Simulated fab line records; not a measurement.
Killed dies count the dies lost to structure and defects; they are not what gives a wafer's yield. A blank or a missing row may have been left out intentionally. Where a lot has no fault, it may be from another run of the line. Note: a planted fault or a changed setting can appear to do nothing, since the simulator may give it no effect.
A lot that was struck, set against a sound lot / flow berkeley_cmos170 / 15 steps out of a route of 331
Sound: wafers L336.1, L336.3, L336.6. Wafers struck: L343.1, L343.3, L343.5. The cause is named last.
Each step with rows lists, per side, the tool, then ch with its chambers, then its first start. Under that, the readings that differ: sound wafers / struck wafers / difference of the means / sigmas: that difference in standard deviations of wafers without a fault.
alike: readings with means less than 2 such deviations apart, plus words and numbers identical on both sides. not compared: withheld readings, readings lacking a value on some wafer, bounds such as >300 that could conceal the same value, and numbers that have no deviation in the record and whose values overlap.
Wherever a step has rows on one side only, a row that says differs or no value, or a row with sigmas, the two part there. Numbers that have no deviation but don't overlap get no sigmas and don't part them. A reading missing from all wafers of one side parts the sides only when that side holds two or more wafers.

UCB170_START_BOW_MEAS_00:
  sound on film_metro-01, day 2 01:00; struck on film_metro-04, day 3 12:00
  alike: INCOMING_BOW
then, 2 steps without rows for these wafers: UCB170_START_CLEAN_01 (cleans in dHF, time 60 s); UCB170_START_OXIDATION_02 (target thk 20 nm, ox time 1800 s).
UCB170_START_THK_MEAS_03:
  sound on film_metro-01, day 2 06:56; struck on film_metro-04, day 3 15:17
reading=START_OXIDE_THK (nm); sound=19.2 19.3 19.0; struck=20.3 20.4 20.6; difference=+1.3; sigmas=+3
then, 7 steps without rows for these wafers: UCB170_START_ANNEAL_04 (time 1200 s); UCB170_ZERO_HMDS_00 (prime time 60 s); UCB170_ZERO_COAT_01 (resist thk 900 nm); UCB170_ZERO_SOFTBAKE_02 (time 60 s); UCB170_ZERO_EXPOSE_03 (exposes mask PM MARKS, target cd 4000 nm); UCB170_ZERO_PEB_04; UCB170_ZERO_DEVELOP_05 (develop time 45 s).
UCB170_ZERO_ETCH_06: etches SiO2 in CHF3/CF4/Ar, time 12 s.
  sound on rie_diel-03 ch 0,1,3, day 2 14:02; struck on rie_diel-03 ch 2,3, day 3 20:59
  alike: drypump_motor_current_A, oes_product_au, throttle_valve_pct
  not compared: rf_hours_counter_h
UCB170_ZERO_STRIP_07: strips in O2.
  sound on plasma_asher-04 ch 0,1, day 2 14:04; struck on plasma_asher-04 ch 0,1, day 3 21:01
reading=o2_flow_sccm (sccm); sound=399.5 400.7 399.5; struck=200.0 199.3 201.4; difference=-199.7; sigmas=-99 or more
reading=oes_product_au (a.u.); sound=0.733 0.721 0.734; struck=0.668 0.667 0.666; difference=-0.062; sigmas=-15
reading=strip_time_to_endpoint_s (s); sound=21.47 21.46 21.41; struck=24.48 24.44 24.49; difference=+3.02; sigmas=+53
  alike: drypump_motor_current_A
  not compared: rf_hours_counter_h
then, 1 step without rows for these wafers: UCB170_NWELL_WET_ETCH_00 (etches SiO2 in dHF, time 200 s).
-- the record jumps here: 6 days lie between the struck wafers' starts before and after (it left off in module NWELL and takes up again in module M3, whose first step shown is number 331 of the route) --
UCB170_M3_PROBE_99:
  rows exist in the record for the struck wafers here (prober-01, day 10 02:02), but not for the sound ones

## WHERE THEY PART
Earliest at UCB170_START_THK_MEAS_03; latest, in this record, at UCB170_M3_PROBE_99.

WHY: the cause the simulator had injected
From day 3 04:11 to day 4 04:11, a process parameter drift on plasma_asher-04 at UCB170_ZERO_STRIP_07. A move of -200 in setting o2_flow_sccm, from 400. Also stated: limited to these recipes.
